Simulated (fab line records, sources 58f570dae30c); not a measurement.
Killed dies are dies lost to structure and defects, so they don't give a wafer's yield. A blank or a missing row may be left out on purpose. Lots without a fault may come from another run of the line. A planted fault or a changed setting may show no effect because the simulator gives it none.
Which tool did it? | flow berkeley_cmos170 | 14 lots, 42 wafers sampled, at 1 step of a route of 331

WHAT THE GAUGES READ, wafer by wafer
The record holds no reading of a measuring or inspecting step that can be judged against a usual standard deviation.

WHICH TOOL RAN EACH LOT (tool, then ch and the chambers of the sampled wafers, then the start)
lot  | UCB170_PWELL_WET_ETCH_20
L682 | wet_bench-02 ch 2, day 3 07:36
L683 | wet_bench-04 ch 0, day 3 11:03
L684 | wet_bench-02 ch 2, day 4 03:59
L686 | wet_bench-02 ch 3, day 4 08:54
L689 | wet_bench-02 ch 0, day 5 03:35
L691 | wet_bench-04 ch 0, day 5 06:17
L692 | wet_bench-04 ch 3, day 5 06:17
L696 | wet_bench-03 ch 3, day 6 04:14
L697 | wet_bench-03 ch 2, day 6 04:14
L700 | wet_bench-03 ch 0, day 7 00:43
L699 | wet_bench-03 ch 2, day 7 05:20
L701 | wet_bench-02 ch 0, day 7 05:43
L703 | wet_bench-02 ch 2, day 7 17:30
L702 | wet_bench-02 ch 0, day 7 22:46
- UCB170_PWELL_WET_ETCH_20: etches SiO2 in BOE, time 22 s.

WHAT THE TOOLS THEMSELVES READ (means of the sampled wafers that have a number; where no wafer has one, the mark that the record gives instead)
UCB170_PWELL_WET_ETCH_20. Usual: run_length_s 49.7 s, standard deviation 2.
lot  | tool         | run_length_s (s) | flag
L682 | wet_bench-02 | 49.2             |
L683 | wet_bench-04 | 52.9             |
L684 | wet_bench-02 | 49.4             |
L686 | wet_bench-02 | 49.8             |
L689 | wet_bench-02 | 48.8             |
L691 | wet_bench-04 | 32.8             | OFF
L692 | wet_bench-04 | 33.9             | OFF
L696 | wet_bench-03 | 48.5             |
L697 | wet_bench-03 | 48.1             |
L700 | wet_bench-03 | 48.3             |
L699 | wet_bench-03 | 48.4             |
L701 | wet_bench-02 | 48.6             |
L703 | wet_bench-02 | 49.1             |
L702 | wet_bench-02 | 48.4             |

THE ANSWER, worked out from the rows above alone
Rule: a lot is off if the mean of its wafers that have a number lies more than 3 standard deviations from the usual mean. A lot without any number at a reading at which 4 lots or more have one is off too. The other lots that the step has rows for count as sound. The gauges are gone through in route order, then the tools' own readings, and for those a lot's mean is taken as printed above. The first step at which some lot is off is used, and at that step the reading that is off furthest; a lot without a number counts as furthest.
Off: L691, L692, at UCB170_PWELL_WET_ETCH_20 (run_length_s).
A tool fits if, at that step or a process step before it, it ran every lot that is off, and no sound lot after the first of them. One fits: wet_bench-04 at UCB170_PWELL_WET_ETCH_20. Its last sound lot is L683 (day 3 11:03), its first lot that is off L691 (day 5 06:17): a fault that began between those two fits.
The tool's own readings at UCB170_PWELL_WET_ETCH_20 bear it out: on the lots that are off they differ by more than 5 times the standard deviation of the sound lots' means. run_length_s reads 33.3 s there against 49.1 s on the sound lots.

WHAT THE SIMULATOR HAD PUT IN
Process parameter drift: wet_bench-04, from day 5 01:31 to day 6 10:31, at UCB170_PWELL_WET_ETCH_20. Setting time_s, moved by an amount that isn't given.
Lots struck among those shown: L691, L692. The rule above found the same.
